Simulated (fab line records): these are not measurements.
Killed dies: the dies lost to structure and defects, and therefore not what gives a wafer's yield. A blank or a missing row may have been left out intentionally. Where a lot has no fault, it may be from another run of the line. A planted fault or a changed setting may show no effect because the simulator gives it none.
What tool caused it? -- flow berkeley_cmos170 -- 14 lots, 42 wafers sampled, at 4 steps of a route of 331

WHAT THE GAUGES SHOWED, per wafer
UCB170_START_BOW_MEAS_00.
lot,measured,on,INCOMING_BOW (um)
L309,day 1 10:01,film_metro-03,3 2 4
L310,day 1 15:00,film_metro-02,-2 -5 0
L311,day 1 20:00,film_metro-03,16 -5 -8
L313,day 2 06:00,film_metro-01,-1 -1 0
L314,day 2 11:01,film_metro-03,7 -3 -5
L316,day 2 21:02,film_metro-03,-3 -2 -3
L317,day 3 02:00,film_metro-01,6 -4 -4
L318,day 3 07:00,film_metro-02,-2 -8 -2
L319,day 3 12:00,film_metro-02,-6 -11 -3
L323,day 4 08:01,film_metro-01,-8 6 -3
L328,day 5 09:00,film_metro-02,4 -2 3
L329,day 5 14:00,film_metro-02,8 2 3
L331,day 6 00:00,film_metro-01,-1 8 1
L332,day 6 05:01,film_metro-02,-5 2 -2

UCB170_M3_CD_MEAS_15: target cd 700 nm.
lot,measured,on,cd_nm (nm)
L309,day 8 10:47,cd_sem-02,697.7 698.8 699.3
L310,day 8 06:41,cd_sem-01,699.6 701.1 699.5
L311,day 8 10:20,cd_sem-01,699.3 699.4 698.6
L313,day 8 21:32,cd_sem-02,699.8 701.1 699.7
L314,day 9 12:04,cd_sem-01,701.4 702.6 700.7
L316,day 9 11:04,cd_sem-01,699.5 698.2 698.7
L317,day 10 03:10,cd_sem-01,700.6 701.3 700.6
L318,day 10 08:02,cd_sem-01,700.4 701.2 699.9
L319,day 10 10:29,cd_sem-01,698.8 696.9 698.6
L323,day 11 00:17,cd_sem-01,700.6 700.4 699.6
L328,day 11 18:29,cd_sem-02,701.3 701.5 700.8
L329,day 11 19:20,cd_sem-02,700.1 698.3 699.0
L331,day 11 18:59,cd_sem-02,700.2 700.1 700.5
L332,day 11 18:45,cd_sem-01,699.1 700.2 702.6

WHICH TOOL RAN EACH LOT (tool, then ch and the chambers of the sampled wafers, then the start)
lot,UCB170_SPACER_ETCHBACK_03,UCB170_CONTACT_ETCH_17
L309,"rie_diel-01 ch 0,1,3, day 7 01:05","rie_diel-01 ch 0,2,3, day 7 14:37"
L310,"rie_diel-03 ch 0,1,3, day 7 01:05","rie_diel-03 ch 1,2,3, day 7 12:43"
L311,"rie_diel-02 ch 0,2,3, day 7 01:05","rie_diel-03 ch 0,1,2, day 7 15:08"
L313,"rie_diel-01 ch 1,2,3, day 7 13:56","rie_diel-04 ch 0,1,3, day 8 05:01"
L314,"rie_diel-02 ch 2,3, day 8 01:58","rie_diel-01 ch 0,2,3, day 8 15:56"
L316,"rie_diel-02 ch 0,2,3, day 8 01:53","rie_diel-03 ch 2,3, day 8 13:26"
L317,"rie_diel-03 ch 1,2,3, day 8 16:19","rie_diel-04 ch 1,3, day 9 04:19"
L318,"rie_diel-01 ch 0,2, day 9 01:29","rie_diel-03 ch 0,2, day 9 13:34"
L319,"rie_diel-03 ch 0,1,3, day 9 01:29","rie_diel-04 ch 2,3, day 9 12:44"
L323,"rie_diel-03 ch 0,2, day 9 15:45","rie_diel-03 ch 1,3, day 10 05:49"
L328,"rie_diel-03 ch 0,2,3, day 10 15:48","rie_diel-04 ch 0,1,3, day 11 00:59"
L329,"rie_diel-03 ch 1,2,3, day 10 15:52","rie_diel-04 ch 1,3, day 11 03:05"
L331,"rie_diel-01 ch 1,2,3, day 10 15:48","rie_diel-03 ch 0,1,3, day 11 02:51"
L332,"rie_diel-02 ch 0,2,3, day 10 15:48","rie_diel-01 ch 0,3, day 11 02:29"
- UCB170_SPACER_ETCHBACK_03: etches SiO2 in CHF3/CF4/Ar, stops on Si, target depth 376 nm, time 100 s.
- UCB170_CONTACT_ETCH_17: etches BARC in N2/H2.

WHAT THE TOOLS THEMSELVES READ (means of the sampled wafers that have a number; where no wafer has one, the mark that the record gives instead)
UCB170_SPACER_ETCHBACK_03.
lot,tool,chamber_pressure_mTorr (mTorr),drypump_motor_current_A (A),oes_product_au (a.u.),rf_fwd_power_W (W),throttle_valve_pct (%)
L309,rie_diel-01,199.97,5.4,0.908,497.3,6.43
L310,rie_diel-03,199.91,5.7,0.891,495.6,6.34
L311,rie_diel-02,200.07,5.8,0.914,497.5,6.34
L313,rie_diel-01,200.02,5.7,0.906,497.0,6.46
L314,rie_diel-02,199.93,5.9,0.928,496.6,6.28
L316,rie_diel-02,200.14,5.8,0.921,498.0,6.33
L317,rie_diel-03,199.99,5.6,0.926,495.5,6.39
L318,rie_diel-01,199.97,5.7,0.896,496.1,6.44
L319,rie_diel-03,199.87,5.7,0.912,496.7,6.34
L323,rie_diel-03,200.06,5.3,0.908,495.3,6.42
L328,rie_diel-03,200.15,5.4,0.904,494.8,6.36
L329,rie_diel-03,200.07,5.6,0.918,497.0,6.39
L331,rie_diel-01,199.89,5.7,0.907,497.1,6.46
L332,rie_diel-02,200.06,5.8,0.919,498.4,6.34

UCB170_CONTACT_ETCH_17.
lot,tool,chamber_pressure_mTorr (mTorr),drypump_motor_current_A (A),oes_product_au (a.u.),rf_fwd_power_W (W),throttle_valve_pct (%)
L309,rie_diel-01,30.003,5.5,1.005,494.8,13.40
L310,rie_diel-03,29.991,5.6,0.999,494.8,13.14
L311,rie_diel-03,30.015,5.5,0.993,495.1,13.18
L313,rie_diel-04,30.007,5.5,0.985,494.6,13.42
L314,rie_diel-01,30.016,5.5,1.002,496.6,13.40
L316,rie_diel-03,29.992,5.3,1.001,493.7,13.13
L317,rie_diel-04,30.013,5.3,1.005,495.7,13.33
L318,rie_diel-03,30.031,5.3,0.988,495.0,13.11
L319,rie_diel-04,29.977,5.6,1.011,494.1,13.61
L323,rie_diel-03,30.021,5.9,1.017,494.7,13.18
L328,rie_diel-04,29.984,5.5,0.997,496.2,13.41
L329,rie_diel-04,29.974,5.2,1.000,494.0,13.37
L331,rie_diel-03,29.999,5.7,1.004,494.1,13.11
L332,rie_diel-01,30.009,5.1,1.001,496.1,13.44

THE ANSWER, worked out from the rows above alone
Rule: the usual values come from the lots themselves. The widest of any qualifying gaps counts: lots, ordered by their means at a reading, are off when they make up no more than a third of the lots, leave a main group of 4 or more, and stand apart from it by 3 or more times the standard deviation of that group's means. Not used: any main group whose means are identical at the precision the tables above print for the reading. Also off: a lot with no number at a reading for which 4 or more lots have one. All remaining lots with rows at the step are treated as sound. After the gauges, taken in route order, come the tools' own readings; for these a lot's mean is taken, as printed above. At the first step where some lot is off, the reading lying furthest off is the one used; lots without a number count as furthest.
Across all readings shown, no lot is off: no conclusion can be drawn from this.

WHAT WAS PUT IN BY THE SIMULATOR
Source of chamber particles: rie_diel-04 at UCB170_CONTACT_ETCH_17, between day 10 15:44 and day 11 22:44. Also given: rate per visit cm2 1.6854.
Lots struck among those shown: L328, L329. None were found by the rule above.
